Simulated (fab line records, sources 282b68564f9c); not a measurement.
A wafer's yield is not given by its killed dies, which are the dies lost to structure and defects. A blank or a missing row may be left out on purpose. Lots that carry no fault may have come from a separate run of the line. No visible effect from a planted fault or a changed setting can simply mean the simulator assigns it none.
Lot-split experiment / flow rit cmos / 5 lots, 23 wafers read, on a route of 202 steps

ON THE SPLIT
At RIT_PWELL_IMPLANT_08, the setting energy kev was moved away from the recipe's 170 on 9 of the 23 wafers read, by -5.1% to +3.5%. All remaining wafers had this setting at the recipe value.

The split's own step is where the reading is taken.

THE READING
The simulator's own value implant.drp nm, read by no gauge, in nm at RIT_PWELL_IMPLANT_08. No usual value for it is given in the file.

wafer=L078.1; tool, chamber at the split=implanter-01, 0; energy kev as run=170; against the recipe=recipe; implant.drp nm, nm=102.9; against lot-mates on the recipe=-
wafer=L078.2; tool, chamber at the split=implanter-01, 0; energy kev as run=170; against the recipe=recipe; implant.drp nm, nm=102.9; against lot-mates on the recipe=-
wafer=L078.5; tool, chamber at the split=implanter-01, 0; energy kev as run=170; against the recipe=recipe; implant.drp nm, nm=102.9; against lot-mates on the recipe=-
wafer=L079.1; tool, chamber at the split=implanter-02, 0; energy kev as run=164.6; against the recipe=-3.2%; implant.drp nm, nm=101.7; against lot-mates on the recipe=-1.2
wafer=L079.3; tool, chamber at the split=implanter-02, 0; energy kev as run=164.6; against the recipe=-3.2%; implant.drp nm, nm=101.7; against lot-mates on the recipe=-1.2
wafer=L079.5; tool, chamber at the split=implanter-02, 0; energy kev as run=164.6; against the recipe=-3.2%; implant.drp nm, nm=101.7; against lot-mates on the recipe=-1.2
wafer=L079.2; tool, chamber at the split=implanter-02, 0; energy kev as run=170; against the recipe=recipe; implant.drp nm, nm=102.9; against lot-mates on the recipe=-
wafer=L079.4; tool, chamber at the split=implanter-02, 0; energy kev as run=170; against the recipe=recipe; implant.drp nm, nm=102.9; against lot-mates on the recipe=-
wafer=L081.1; tool, chamber at the split=implanter-02, 0; energy kev as run=170; against the recipe=recipe; implant.drp nm, nm=102.9; against lot-mates on the recipe=-
wafer=L081.2; tool, chamber at the split=implanter-02, 0; energy kev as run=170; against the recipe=recipe; implant.drp nm, nm=102.9; against lot-mates on the recipe=-
wafer=L081.5; tool, chamber at the split=implanter-02, 0; energy kev as run=170; against the recipe=recipe; implant.drp nm, nm=102.9; against lot-mates on the recipe=-
wafer=L081.3; tool, chamber at the split=implanter-02, 0; energy kev as run=175.5; against the recipe=+3.2%; implant.drp nm, nm=103.8; against lot-mates on the recipe=+0.9
wafer=L081.6; tool, chamber at the split=implanter-02, 0; energy kev as run=175.5; against the recipe=+3.2%; implant.drp nm, nm=103.8; against lot-mates on the recipe=+0.9
wafer=L082.1; tool, chamber at the split=implanter-01, 0; energy kev as run=175.9; against the recipe=+3.5%; implant.drp nm, nm=103.8; against lot-mates on the recipe=+0.9
wafer=L082.3; tool, chamber at the split=implanter-01, 0; energy kev as run=175.9; against the recipe=+3.5%; implant.drp nm, nm=103.8; against lot-mates on the recipe=+0.9
wafer=L082.4; tool, chamber at the split=implanter-01, 0; energy kev as run=170; against the recipe=recipe; implant.drp nm, nm=102.9; against lot-mates on the recipe=-
wafer=L082.5; tool, chamber at the split=implanter-01, 0; energy kev as run=170; against the recipe=recipe; implant.drp nm, nm=102.9; against lot-mates on the recipe=-
wafer=L082.6; tool, chamber at the split=implanter-01, 0; energy kev as run=170; against the recipe=recipe; implant.drp nm, nm=102.9; against lot-mates on the recipe=-
wafer=L085.1; tool, chamber at the split=implanter-02, 0; energy kev as run=161.3; against the recipe=-5.1%; implant.drp nm, nm=100.9; against lot-mates on the recipe=-2.0
wafer=L085.2; tool, chamber at the split=implanter-02, 0; energy kev as run=161.3; against the recipe=-5.1%; implant.drp nm, nm=100.9; against lot-mates on the recipe=-2.0
wafer=L085.3; tool, chamber at the split=implanter-02, 0; energy kev as run=170; against the recipe=recipe; implant.drp nm, nm=102.9; against lot-mates on the recipe=-
wafer=L085.4; tool, chamber at the split=implanter-02, 0; energy kev as run=170; against the recipe=recipe; implant.drp nm, nm=102.9; against lot-mates on the recipe=-
wafer=L085.6; tool, chamber at the split=implanter-02, 0; energy kev as run=170; against the recipe=recipe; implant.drp nm, nm=102.9; against lot-mates on the recipe=-

FIT RESULTS
A straight line over all 23 wafers: implant.drp nm changes by +0.34 nm for each +1% of energy kev; r = +0.99; the points scatter about the line by 0.11 nm.
The same after taking each lot's own level away (the mean of its wafers on the recipe; 23 wafers): +0.34 nm for each +1%; r = +0.99; scatter 0.11 nm.
Per that fit: largest energy kev move, reading shift of 1.7 nm.
The lots' own levels span 102.90 to 102.90 nm.
The two slopes agree, so the slope changes little with the lot-to-lot level.
Check: with one of the wafers moved furthest among these (-5.1%) left out of the fit, the line predicts -1.77 nm for it against its lot-mates. Against them it came out at -2 nm.

THE OTHER SPLITS THESE WAFERS WENT THROUGH
Before the reading, these wafers also passed through other splits. Each is held against what the fit with the lots' levels taken away leaves over:
other split on the same wafers=RIT_ACTIVE_CVD_03 time s; wafers away from the commonest value=10; r with implant.drp nm (lot level and that fit taken away)=-0.11
other split on the same wafers=RIT_ACTIVE_COAT_06 resist thk nm; wafers away from the commonest value=6; r with implant.drp nm (lot level and that fit taken away)=-0.03
other split on the same wafers=RIT_FOX1_OXIDATION_00 ox time s; wafers away from the commonest value=18; r with implant.drp nm (lot level and that fit taken away)=+0.00
other split on the same wafers=RIT_NWELL_COAT_01 spin rpm; wafers away from the commonest value=8; r with implant.drp nm (lot level and that fit taken away)=+0.15
other split on the same wafers=RIT_NWELL_IMPLANT_08 energy kev; wafers away from the commonest value=10; r with implant.drp nm (lot level and that fit taken away)=+0.23

THE WHOLE CHAIN: every reading that the file lists as answering this split, in the file's order
step=RIT_PWELL_IMPLANT_08; what it does=; reading=implant.rp nm (the simulator's own value, which no gauge read); change (the file's fit)=+3.62 nm for each +1% of the setting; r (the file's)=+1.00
step=RIT_PWELL_IMPLANT_08; what it does=; reading=implant.drp nm (the simulator's own value, which no gauge read); change (the file's fit)=+0.335 nm for each +1% of the setting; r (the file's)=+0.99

THE FILE'S OWN FIT
implant.drp nm changes by +0.335 nm for each +1% of energy kev, r = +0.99.
